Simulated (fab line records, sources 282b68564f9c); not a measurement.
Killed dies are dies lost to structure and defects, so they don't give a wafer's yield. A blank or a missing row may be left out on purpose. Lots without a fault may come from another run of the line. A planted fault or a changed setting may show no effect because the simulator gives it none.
fab line records | flow rit_cmos
record lots=5 wafers=15 last_day=7
route steps=202 shown PSD@150 SDANNEAL@153 NSD@158 PLDD@159 NLDD@160 SILICIDE@161 CONTACT@168
lots that met no fault: from a run of the same line without faults
start_h: hours from the record's first day to the start of the lot's first wafer shown | wait_h: hours since the lot's step before | " the same as in the row above | L1.1+2: a row that stands for several wafers | - no value, or no start given | * or withheld: withheld | < > ~ a bound
route shown NAME@n: a module of which the file shows steps, and the number in the route of the first | usual: mean/standard deviation of fault-free wafers | same: alike in all rows | chamber/n: place in a boat | sites: the reading at each site | _std_site: their standard deviation | _edge_site: outer sites' mean less inner sites' | radius_mm: how far each site lies from the wafer's centre | mask NAME#n: copy n | behind: the tool/chamber that last shaped the wafer | hold: why the lot was held/for how many hours/how that ended | device: the transistor (n, p or np) that didn't switch | end of line: the same wafers' tests at the end of the route | a step without rows: its recipe alone | killed: dies lost to structure and defects at the first sort, not the wafer's yield | map: a wafer's dies, x killed, . not, _ none there
set.NAME: the setting as run; set.NAME@STEP: as run at that earlier step | model.NAME: the simulator's own value behind a step, which no gauge read
lots at some steps of the route; a table a step, a row a wafer
services: from which hour (start_h, from the record's first day; less than 0 if before it) a tool's chamber was out of use, for how many hours, and why
## steps
# step RIT_PSD_IMPLANT_08
# recipe species=BF2 energy_kev=27 dose_cm2=5e+15 tilt_deg=7
# usual tilt_deg=7.002/0.018
# columns lot.wafer tool chamber start_h wait_h tilt_deg
L075.1 implanter-03 0 52.77 0.1 7.028
L075.2 " 0 " " 6.980
L075.3 " 0 " " 7.002
L078.2 implanter-01 0 69.23 0.1 7.009
L078.3 " 0 " " 6.997
L078.5 " 0 " " 6.998
L079.1 implanter-03 0 72.95 0.1 6.967
L079.5 " 0 " " 7.022
L079.6 " 0 " " 7.028
L094.2 implanter-03 0 149.32 0.1 7.029
L094.5 " 0 " " 7.013
L094.6 " 0 " " 7.005
L095.1 implanter-01 0 153.59 0.1 6.989
L095.2 " 0 " " 6.997
L095.6 " 0 " " 6.997
# step RIT_PSD_STRIP_09
# recipe chemistry=O2 time_s=180 resist=NOVOLAK platen_temp_c=withheld power_w=500 pressure_mtorr=4000 o2_flow_sccm=4000
# usual drypump_motor_current_A=5.9/0.57
# same time_s=180
# columns lot.wafer tool chamber start_h wait_h drypump_motor_current_A rf_hours_counter_h
L075.1 plasma_asher-04 1 52.92 0.1 6.5 41
L075.2 " 0 " " 5.8 41
L075.3 " 0 " " 5.8 -
L078.2 plasma_asher-04 0 69.36 0.1 5.8 44
L078.3 " 0 " " 5.8 -
L078.5 " 1 " " 6.5 -
L079.1 plasma_asher-04 0 73.10 0.1 5.8 45
L079.5 " 1 " " 6.5 -
L079.6 " 0 " " 5.8 -
L094.2 plasma_asher-04 1 149.44 0.1 6.5 54
L094.5 " 0 " " 5.8 -
L094.6 " 1 " " 6.5 -
L095.1 plasma_asher-02 1 153.74 0.1 4.9 3
L095.2 " 0 " " 6.2 3
L095.6 " 0 " " 6.2 -
# step RIT_PSD_TW_MEAS_10
# usual PSD_TW=3390/18
# columns lot.wafer tool chamber start_h wait_h PSD_TW
L075.1 film_metro-04 - 53.09 0.1 3361
L075.2 " - " " 3361
L075.3 " - " " 3353
L078.2 film_metro-04 - 69.54 0.1 3352
L078.3 " - " " 3368
L078.5 " - " " 3372
L079.1 film_metro-02 - 73.27 0.1 3380
L079.5 " - " " 3383
L079.6 " - " " 3379
L094.2 film_metro-02 - 149.63 0.1 3376
L094.5 " - " " 3385
L094.6 " - " " 3379
L095.1 film_metro-04 - 153.91 0.1 3361
L095.2 " - " " 3360
L095.6 " - " " 3364
# step RIT_SDANNEAL_CLEAN_00
# recipe chemistry=SC1 mix=3:3:50 time_s=600 temp_c=75
# same time_s=600
# columns lot.wafer tool chamber start_h wait_h
L075.1+2+3 wet_bench-02 0 53.15 0.1
L078.2+3+5 wet_bench-02 3 69.59 0.0
L079.1+5+6 wet_bench-03 0 73.33 0.1
L094.2+5+6 wet_bench-04 1 149.68 0.0
L095.1+2+6 wet_bench-03 2 153.97 0.1
# step RIT_SDANNEAL_CLEAN_01
# recipe chemistry=dHF dilution=50:1 time_s=30
# same time_s=30
# columns lot.wafer tool chamber start_h wait_h
L075.1+2+3 wet_bench-04 1 53.33 0.0
L078.2+3+5 wet_bench-03 2 69.79 0.0
L079.1+5+6 wet_bench-03 1 73.51 0.0
L094.2+5+6 wet_bench-02 0 149.87 0.0
L095.1+2+6 wet_bench-02 2 154.15 0.0
# step RIT_SDANNEAL_CLEAN_02
# recipe chemistry=SC2 mix=3:3:50 time_s=600 temp_c=75 dry=n2_spin
# same time_s=600
# columns lot.wafer tool chamber start_h wait_h
L075.1+2+3 wet_bench-03 0 53.35 0.0
L078.2+3+5 wet_bench-04 0 69.80 0.0
L079.1+5+6 wet_bench-03 2 73.53 0.0
L094.2+5+6 wet_bench-03 0 149.89 0.0
L095.1+2+6 wet_bench-03 2 154.16 0.0
# step RIT_SDANNEAL_RTA_03
# recipe temp_c=1050 time_s=5 idle_temp_c=600 ramp_up_c_per_s=342 ramp_down_c_per_s=171 cool_to_c=600 ambient=N2
# usual wafer_temp_C_max=1053.4/1
# same time_s=5
# columns lot.wafer tool chamber start_h wait_h wafer_temp_C_max
L075.1 rtp_anneal-02 0 53.52 0.0 1053.5
L075.2 " 0 " " 1052.7
L075.3 " 0 " " 1052.2
L078.2 rtp_anneal-01 0 69.99 0.0 1054.1
L078.3 " 0 " " 1053.0
L078.5 " 0 " " 1053.4
L079.1 rtp_anneal-02 0 73.70 0.0 1052.8
L079.5 " 0 " " 1053.9
L079.6 " 0 " " 1053.1
L094.2 rtp_anneal-02 0 150.07 0.0 1053.4
L094.5 " 0 " " 1054.1
L094.6 " 0 " " 1053.1
L095.1 rtp_anneal-01 0 154.34 0.0 1054.5
L095.2 " 0 " " 1054.1
L095.6 " 0 " " 1052.3
# step RIT_SDANNEAL_RS_MEAS_04
# recipe thk_meas_gauge=four-point-probe
# usual PSD_RS=115.80/0.26
# columns lot.wafer tool chamber start_h wait_h PSD_RS[ohm/sq]
L075.1 film_metro-04 - 53.58 0.0 116.07
L075.2 " - " " 115.56
L075.3 " - " " 115.65
L078.2 film_metro-04 - 70.06 0.1 116.14
L078.3 " - " " 115.83
L078.5 " - " " 116.26
L079.1 film_metro-02 - 73.76 0.0 115.66
L079.5 " - " " 115.90
L079.6 " - " " 115.93
L094.2 film_metro-03 - 150.14 0.1 115.72
L094.5 " - " " 115.60
L094.6 " - " " 115.63
L095.1 film_metro-04 - 154.40 0.0 115.06
L095.2 " - " " 115.66
L095.6 " - " " 115.41
# step RIT_SDANNEAL_RS_MEAS_05
# recipe thk_meas_gauge=four-point-probe
# usual NSD_RS=84.6/0.3
# columns lot.wafer tool chamber start_h wait_h NSD_RS[ohm/sq]
L075.1 film_metro-04 - 53.70 0.1 84.2
L075.2 " - " " 84.0
L075.3 " - " " 84.2
L078.2 film_metro-04 - 70.18 0.1 84.5
L078.3 " - " " 84.3
L078.5 " - " " 84.5
L079.1 film_metro-02 - 73.88 0.1 85.1
L079.5 " - " " 85.1
L079.6 " - " " 85.3
L094.2 film_metro-03 - 150.26 0.1 84.6
L094.5 " - " " 84.2
L094.6 " - " " 84.3
L095.1 film_metro-04 - 154.52 0.1 85.1
L095.2 " - " " 85.3
L095.6 " - " " 85.1
# step RIT_SDANNEAL_RS_MEAS_06
# recipe thk_meas_gauge=four-point-probe
# usual PLDD_RS=178.5/0.46
# columns lot.wafer tool chamber start_h wait_h PLDD_RS[ohm/sq]
L075.1 film_metro-04 - 53.82 0.1 178.6
L075.2 " - " " 179.0
L075.3 " - " " 178.1
L078.2 film_metro-04 - 70.30 0.1 179.8
L078.3 " - " " 179.6
L078.5 " - " " 179.4
L079.1 film_metro-02 - 74.00 0.1 178.1
L079.5 " - " " 178.1
L079.6 " - " " 178.6
L094.2 film_metro-03 - 150.38 0.1 178.5
L094.5 " - " " 178.8
L094.6 " - " " 178.9
L095.1 film_metro-04 - 154.64 0.1 177.3
L095.2 " - " " 177.9
L095.6 " - " " 178.2
# step RIT_SDANNEAL_RS_MEAS_07
# recipe thk_meas_gauge=four-point-probe
# usual NLDD_RS=151.5/0.55
# columns lot.wafer tool chamber start_h wait_h NLDD_RS[ohm/sq]
L075.1 film_metro-04 - 53.94 0.1 151.6
L075.2 " - " " 152.2
L075.3 " - " " 151.9
L078.2 film_metro-04 - 70.42 0.1 150.0
L078.3 " - " " 150.3
L078.5 " - " " 150.0
L079.1 film_metro-02 - 74.12 0.1 151.6
L079.5 " - " " 151.0
L079.6 " - " " 151.5
L094.2 film_metro-03 - 150.50 0.1 151.6
L094.5 " - " " 150.9
L094.6 " - " " 150.9
L095.1 film_metro-04 - 154.76 0.1 152.2
L095.2 " - " " 152.7
L095.6 " - " " 152.5
# step RIT_SILICIDE_WET_ETCH_00
# recipe chemistry=BOE target=SiO2 target_depth_nm=14 time_s=15 dry=n2_spin dilution=10:1 temp_c=21.5
# same time_s=15
# columns lot.wafer tool chamber start_h wait_h
L075.1+2+3 wet_bench-02 0 54.06 0.1
L078.2+3+5 wet_bench-02 3 70.52 0.1
L079.1+5+6 wet_bench-03 0 74.24 0.1
L094.2+5+6 wet_bench-02 2 150.60 0.1
L095.1+2+6 wet_bench-02 1 154.88 0.1
# step RIT_SILICIDE_SPUTTER_01
# recipe material=Ti target_thk_nm=30 power_w=350 chamber_pressure_pa=0.667 gas=Ar time_s=240 substrate_temp_c=25
# usual throttle_valve_pct=30.2/1.2
# same time_s=240
# columns lot.wafer tool chamber start_h wait_h throttle_valve_pct
L075.1 pvd_sputter-01 - 54.07 0.0 27.6
L075.2 " - " " 30.6
L075.3 " - " " 30.3
L078.2 pvd_sputter-02 - 70.53 0.0 29.5
L078.3 " - " " 31.9
L078.5 " - " " 31.7
L079.1 pvd_sputter-01 - 74.25 0.0 30.0
L079.5 " - " " 30.8
L079.6 " - " " 29.9
L094.2 pvd_sputter-02 - 150.61 0.0 31.0
L094.5 " - " " 30.8
L094.6 " - " " 31.6
L095.1 pvd_sputter-01 - 154.89 0.0 30.5
L095.2 " - " " 29.9
L095.6 " - " " 30.5
# step RIT_SILICIDE_RS_MEAS_02
# recipe thk_meas_gauge=four-point-probe reads=Ti_of_SILICIDE_SPUTTER_01
# usual SILICIDE_TI_RS=47.7/0.75
# columns lot.wafer tool chamber start_h wait_h SILICIDE_TI_RS[ohm/sq]
L075.1 film_metro-03 - 54.22 0.1 46.9
L075.2 " - " " 47.5
L075.3 " - " " 47.9
L078.2 film_metro-01 - 70.70 0.1 48.1
L078.3 " - " " 48.0
L078.5 " - " " 48.5
L079.1 film_metro-03 - 74.40 0.1 47.6
L079.5 " - " " 48.6
L079.6 " - " " 48.0
L094.2 film_metro-02 - 150.78 0.1 47.2
L094.5 " - " " 47.0
L094.6 " - " " 48.0
L095.1 film_metro-01 - 155.04 0.1 48.8
L095.2 " - " " 47.8
L095.6 " - " " 48.8
# step RIT_SILICIDE_THK_MEAS_03
# recipe thk_meas_gauge=xrf reads=Ti_of_SILICIDE_SPUTTER_01
# usual SILICIDE_TI_THK=29.9/0.42
# columns lot.wafer tool chamber start_h wait_h SILICIDE_TI_THK[nm]
L075.1 film_metro-03 - 54.34 0.1 30.5
L075.2 " - " " 30.1
L075.3 " - " " 29.8
L078.2 film_metro-01 - 70.81 0.1 29.6
L078.3 " - " " 29.6
L078.5 " - " " 29.4
L079.1 film_metro-03 - 74.52 0.1 30.1
L079.5 " - " " 29.4
L079.6 " - " " 29.9
L094.2 film_metro-02 - 150.89 0.1 30.2
L094.5 " - " " 30.2
L094.6 " - " " 29.8
L095.1 film_metro-01 - 155.16 0.1 29.2
L095.2 " - " " 29.8
L095.6 " - " " 29.2
# step RIT_SILICIDE_RTA_04
# recipe temp_c=650 time_s=10 idle_temp_c=25 ramp_up_s=5 ramp_down_s=5 cool_to_c=25 ambient=N2
# usual wafer_temp_C_max=654.5/1.3
# same time_s=10
# columns lot.wafer tool chamber start_h wait_h wafer_temp_C_max
L075.1 rtp_anneal-01 0 54.40 0.1 654.3
L075.2 " 0 " " 655.1
L075.3 " 0 " " 656.1
L078.2 rtp_anneal-02 0 70.87 0.1 654.0
L078.3 " 0 " " 655.5
L078.5 " 0 " " 652.8
L079.1 rtp_anneal-01 0 74.58 0.1 655.8
L079.5 " 0 " " 655.7
L079.6 " 0 " " 655.0
L094.2 rtp_anneal-02 0 150.95 0.1 652.7
L094.5 " 0 " " 653.2
L094.6 " 0 " " 652.9
L095.1 rtp_anneal-02 0 155.22 0.1 654.3
L095.2 " 0 " " 653.4
L095.6 " 0 " " 652.9
# step RIT_SILICIDE_WET_ETCH_05
# recipe chemistry=SPM target=Ti temp_c=90 time_s=120 dry=n2_spin
# same time_s=120
# columns lot.wafer tool chamber start_h wait_h
L075.1+2+3 wet_bench-02 1 54.47 0.1
L078.2+3+5 wet_bench-01 0 70.93 0.0
L079.1+5+6 wet_bench-01 2 74.65 0.1
L094.2+5+6 wet_bench-01 1 151.01 0.0
L095.1+2+6 wet_bench-01 1 155.29 0.1
# step RIT_SILICIDE_RTA_06
# recipe temp_c=750 time_s=10 idle_temp_c=25 ramp_up_s=5 ramp_down_s=10 cool_to_c=25 ambient=N2
# usual wafer_temp_C_max=755.2/1.6
# same time_s=10
# columns lot.wafer tool chamber start_h wait_h wafer_temp_C_max
L075.1 rtp_anneal-02 0 54.51 0.0 752.5
L075.2 " 0 " " 755.1
L075.3 " 0 " " 756.3
L078.2 rtp_anneal-01 0 70.98 0.0 756.6
L078.3 " 0 " " 756.3
L078.5 " 0 " " 755.7
L079.1 rtp_anneal-02 0 74.69 0.0 754.9
L079.5 " 0 " " 753.3
L079.6 " 0 " " 753.8
L094.2 rtp_anneal-02 0 151.06 0.0 753.8
L094.5 " 0 " " 754.4
L094.6 " 0 " " 755.0
L095.1 rtp_anneal-01 0 155.33 0.0 755.7
L095.2 " 0 " " 755.6
L095.6 " 0 " " 755.3
# step RIT_CONTACT_CVD_00
# recipe material=SiO2 target_thk_nm=400 precursor=TEOS temp_c=390 time_s=61 rf_w=400
# usual heater_power_w=292/70
# same time_s=61
# columns lot.wafer tool chamber start_h wait_h heater_power_w
L075.1 pecvd-04 0 54.58 0.1 293
L075.2 " 2 " " 492
L075.3 " 1 " " 243
L078.2 pecvd-04 0 71.04 0.0 287
L078.3 " 1 " " 265
L078.5 " 0 " " 293
L079.1 pecvd-03 0 74.76 0.1 252
L079.5 " 1 " " 307
L079.6 " 2 " " 287
L094.2 pecvd-03 2 151.14 0.1 240
L094.5 " 2 " " 263
L094.6 " 2 " " 287
L095.1 pecvd-01 2 155.40 0.1 291
L095.2 " 1 " " 240
L095.6 " 0 " " 282
# step RIT_CONTACT_THK_MEAS_01
# recipe reads=SiO2_of_CONTACT_CVD_00
# usual CONTACT_TEOS_THK=398/5.8
# columns lot.wafer tool chamber start_h wait_h CONTACT_TEOS_THK[nm]
L075.1 film_metro-01 - 54.63 0.0 398
L075.2 " - " " 395
L075.3 " - " " 385
L078.2 film_metro-02 - 71.10 0.0 402
L078.3 " - " " 391
L078.5 " - " " 406
L079.1 film_metro-02 - 74.81 0.0 395
L079.5 " - " " 400
L079.6 " - " " 400
L094.2 film_metro-04 - 151.28 0.1 408
L094.5 " - " " 402
L094.6 " - " " 402
L095.1 film_metro-04 - 155.45 0.0 392
L095.2 " - " " 396
L095.6 " - " " 400
# step RIT_CONTACT_HMDS_02
# recipe prime_time_s=60 prime_temp_c=140
# same prime_time_s=60
# columns lot.wafer tool chamber start_h wait_h
L075.1+2+3 litho_track-01 0 54.69 0.1
L078.2+3+5 litho_track-01 0 71.42 0.3
L079.1+5+6 litho_track-03 0 74.87 0.1
L094.2+5+6 litho_track-03 0 151.35 0.1
L095.1+2+6 litho_track-03 0 155.51 0.1
# step RIT_CONTACT_COAT_03
# recipe resist=NOVOLAK spin_rpm=3250 resist_thk_nm=1000
# columns lot.wafer tool chamber start_h wait_h
L075.1+2+3 litho_track-01 0 54.84 0.1
L078.2+3+5 litho_track-01 0 71.57 0.1
L079.1+5+6 litho_track-03 0 75.02 0.1
L094.2+5+6 litho_track-03 0 151.50 0.1
L095.1+2+6 litho_track-03 0 155.66 0.1
# step RIT_CONTACT_SOFTBAKE_04
# recipe resist=NOVOLAK temp_c=90 time_s=60
# usual heater_power_total_W=34.56/0.05
# same time_s=60
# columns lot.wafer tool chamber start_h wait_h heater_power_total_W
L075.1 litho_track-01 0 54.99 0.1 34.61
L075.2 " 0 " " 34.58
L075.3 " 0 " " 34.63
L078.2 litho_track-01 0 71.72 0.1 34.63
L078.3 " 0 " " 34.56
L078.5 " 0 " " 34.55
L079.1 litho_track-03 0 75.17 0.1 34.56
L079.5 " 0 " " 34.49
L079.6 " 0 " " 34.51
L094.2 litho_track-03 0 151.65 0.1 34.51
L094.5 " 0 " " 34.49
L094.6 " 0 " " 34.59
L095.1 litho_track-03 0 155.81 0.1 34.61
L095.2 " 0 " " 34.59
L095.6 " 0 " " 34.57
# step RIT_CONTACT_EXPOSE_05
# recipe mask_id=M11 na=0.6 source_shape=conventional sigma_outer=0.5 target_cd_nm=1000 dose_mj=250
# columns lot.wafer tool chamber start_h wait_h mask
L075.1+2+3 iline_stepper-01 0 55.26 0.2 M11#0
L078.2+3+5 iline_stepper-01 0 71.87 0.1 M11#0
L079.1+5+6 iline_stepper-01 0 75.32 0.1 M11#0
L094.2+5+6 iline_stepper-01 0 151.90 0.2 M11#0
L095.1+2+6 iline_stepper-01 0 155.96 0.1 M11#0
# step RIT_CONTACT_PEB_06
# recipe resist=NOVOLAK temp_c=withheld time_s=withheld
# columns lot.wafer tool chamber start_h wait_h
L075.1+2+3 litho_track-02 0 55.38 0.1
L078.2+3+5 litho_track-01 0 72.18 0.3
L079.1+5+6 litho_track-02 0 75.44 0.1
L094.2+5+6 litho_track-02 0 152.05 0.1
L095.1+2+6 litho_track-02 0 156.07 0.1
# step RIT_CONTACT_DEVELOP_07
# recipe resist=NOVOLAK develop_time_s=120 dev_temp_c=23
# columns lot.wafer tool chamber start_h wait_h
L075.1+2+3 litho_track-02 0 - -
L078.2+3+5 litho_track-01 0 - -
L079.1+5+6 litho_track-02 0 - -
L094.2+5+6 litho_track-02 0 - -
L095.1+2+6 litho_track-02 0 - -
# step RIT_CONTACT_CD_MEAS_08
# recipe target_cd_nm=1000
# usual cd_nm=999.9/2.2
# columns lot.wafer tool chamber start_h wait_h cd_nm
L075.1 cd_sem-02 - 55.78 - 1001.0
L075.2 " - " " 1000.1
L075.3 " - " " 1001.4
L078.2 cd_sem-01 - 72.58 - 997.7
L078.3 " - " " 998.4
L078.5 " - " " 997.5
L079.1 cd_sem-02 - 75.84 - 1000.7
L079.5 " - " " 999.8
L079.6 " - " " 1001.0
L094.2 cd_sem-01 - 152.44 - 998.4
L094.5 " - " " 996.1
L094.6 " - " " 995.7
L095.1 cd_sem-01 - 156.47 - 1001.5
L095.2 " - " " 999.9
L095.6 " - " " 1000.6
# step RIT_CONTACT_OVL_MEAS_09
# usual CONTACT_OVL=-0.9/1.4
# columns lot.wafer tool chamber start_h wait_h CONTACT_OVL[nm]
L075.1 overlay-01 - 55.90 0.1 0.0
L075.2 " - " " -0.9
L075.3 " - " " 0.2
L078.2 overlay-01 - 72.69 0.1 0.4
L078.3 " - " " -0.3
L078.5 " - " " -0.8
L079.1 overlay-02 - 75.96 0.1 -0.5
L079.5 " - " " -1.1
L079.6 " - " " -2.2
L094.2 overlay-02 - 152.55 0.1 -3.9
L094.5 " - " " -3.6
L094.6 " - " " -2.1
L095.1 overlay-01 - 156.59 0.1 0.9
L095.2 " - " " 0.0
L095.6 " - " " -0.6
# step RIT_CONTACT_HARDBAKE_10
# recipe resist=NOVOLAK temp_c=140 time_s=60
# usual heater_power_total_W=62.54/0.052
# same time_s=60
# columns lot.wafer tool chamber start_h wait_h heater_power_total_W
L075.1 litho_track-02 0 55.93 0.0 62.52
L075.2 " 0 " " 62.52
L075.3 " 0 " " 62.55
L078.2 litho_track-02 0 72.74 0.0 62.54
L078.3 " 0 " " 62.49
L078.5 " 0 " " 62.48
L079.1 litho_track-02 0 75.99 0.0 62.73
L079.5 " 0 " " 62.50
L079.6 " 0 " " 62.51
L094.2 litho_track-03 0 152.61 0.0 62.61
L094.5 " 0 " " 62.55
L094.6 " 0 " " 62.58
L095.1 litho_track-03 0 156.63 0.0 62.55
L095.2 " 0 " " 62.53
L095.6 " 0 " " 62.44
# step RIT_CONTACT_ETCH_11
# recipe target_depth_a=4800 over_etch_frac=0.2 stop_on=TiSi2 chemistry=CHF3/CF4/Ar target=SiO2 CHF3_flow_sccm=50 cf4_flow_sccm=10 Ar_flow_sccm=100 O2_flow_sccm=5 pressure_mtorr=100 rf_w=200 time_s=320
# usual drypump_motor_current_A=5.8/0.32 oes_product_au=0.990/0.012 throttle_valve_pct=8.90/0.12
# same time_s=320
# columns lot.wafer tool chamber start_h wait_h drypump_motor_current_A oes_product_au rf_hours_counter_h throttle_valve_pct
L075.1 rie_diel-03 3 56.08 0.1 6.3 0.992 1 9.10
L075.2 " 0 " " 5.9 0.977 20 8.93
L075.3 " 1 " " 6.0 0.997 13 8.83
L078.2 rie_diel-03 2 72.87 0.1 6.0 0.990 7 9.05
L078.3 " 3 " " 6.3 0.995 2 9.10
L078.5 " 3 " " 6.3 1.002 - 9.09
L079.1 rie_diel-01 3 76.14 0.1 5.8 0.973 132 8.70
L079.5 " 3 " " 5.8 0.972 - 8.70
L079.6 " 0 " " 5.4 0.986 - 8.87
L094.2 rie_diel-03 0 152.73 0.1 5.9 0.976 22 8.91
L094.5 " 1 " " 6.0 0.998 - 8.83
L094.6 " 2 " " 6.0 0.989 - 9.06
L095.1 rie_diel-03 2 156.78 0.1 6.0 0.991 9 9.05
L095.2 " 0 " " 5.9 0.979 22 8.93
L095.6 " 3 " " 6.3 0.998 - 9.09
# step RIT_CONTACT_STRIP_12
# recipe chemistry=O2 time_s=180 resist=NOVOLAK platen_temp_c=withheld power_w=500 pressure_mtorr=4000 o2_flow_sccm=4000
# usual drypump_motor_current_A=5.5/0.54
# same time_s=180
# columns lot.wafer tool chamber start_h wait_h drypump_motor_current_A rf_hours_counter_h
L075.1 plasma_asher-03 0 56.28 0.1 4.9 24
L075.2 " 1 " " 6.1 24
L075.3 " 0 " " 4.9 -
L078.2 plasma_asher-01 1 73.06 0.1 5.9 44
L078.3 " 1 " " 6.0 -
L078.5 " 0 " " 5.2 -
L079.1 plasma_asher-03 0 76.34 0.1 4.9 27
L079.5 " 1 " " 6.1 -
L079.6 " 0 " " 4.9 -
L094.2 plasma_asher-03 1 152.92 0.1 6.1 36
L094.5 " 0 " " 4.9 -
L094.6 " 1 " " 6.1 -
L095.1 plasma_asher-03 0 156.97 0.1 4.9 36
L095.2 " 1 " " 6.1 36
L095.6 " 1 " " 6.0 -
# step RIT_CONTACT_CD_MEAS_90
# recipe target_cd_nm=1000
# usual cd_nm=1000.1/2.2
# columns lot.wafer tool chamber start_h wait_h cd_nm
L075.1 cd_sem-02 - 56.45 0.1 1001.1
L075.2 " - " " 999.6
L075.3 " - " " 1001.1
L078.2 cd_sem-02 - 73.25 0.1 997.9
L078.3 " - " " 999.0
L078.5 " - " " 997.2
L079.1 cd_sem-02 - 76.51 0.1 1000.9
L079.5 " - " " 999.8
L079.6 " - " " 1001.5
L094.2 cd_sem-01 - 153.12 0.1 999.0
L094.5 " - " " 995.2
L094.6 " - " " 995.9
L095.1 cd_sem-01 - 157.15 0.1 1001.8
L095.2 " - " " 999.8
L095.6 " - " " 1001.1
## services
# columns tool chamber start_h hours kind
pecvd-01 0 35.06 5.6 repair
pvd_sputter-01 - 41.12 1.0 repair
plasma_asher-03 - 44.61 4.5 repair
rie_diel-01 3 45.19 7.3 repair
rie_diel-03 2 46.45 9.0 repair
rie_diel-01 2 58.00 3.0 repair
rie_diel-03 0 58.11 2.8 repair
pecvd-01 2 65.10 3.7 repair
rie_diel-03 1 72.59 11.7 repair
rie_diel-03 2 83.28 2.2 repair
iline_stepper-01 - 87.55 1.0 repair
rie_diel-03 3 103.44 3.8 repair
plasma_asher-02 - 108.75 9.0 pm
plasma_asher-02 0 108.75 9.0 vent_cycle
plasma_asher-02 1 108.75 9.0 vent_cycle
plasma_asher-03 - 110.13 0.6 repair
plasma_asher-02 0 117.75 - clean
plasma_asher-02 1 117.75 - clean
pecvd-03 1 118.79 34.4 repair
plasma_asher-02 - 120.17 14.6 pm
pvd_sputter-01 - 129.90 4.9 repair
pvd_sputter-02 - 134.37 15.5 repair
rtp_anneal-01 - 149.12 4.0 pm
pecvd-03 0 150.90 11.9 repair
## key
fault none
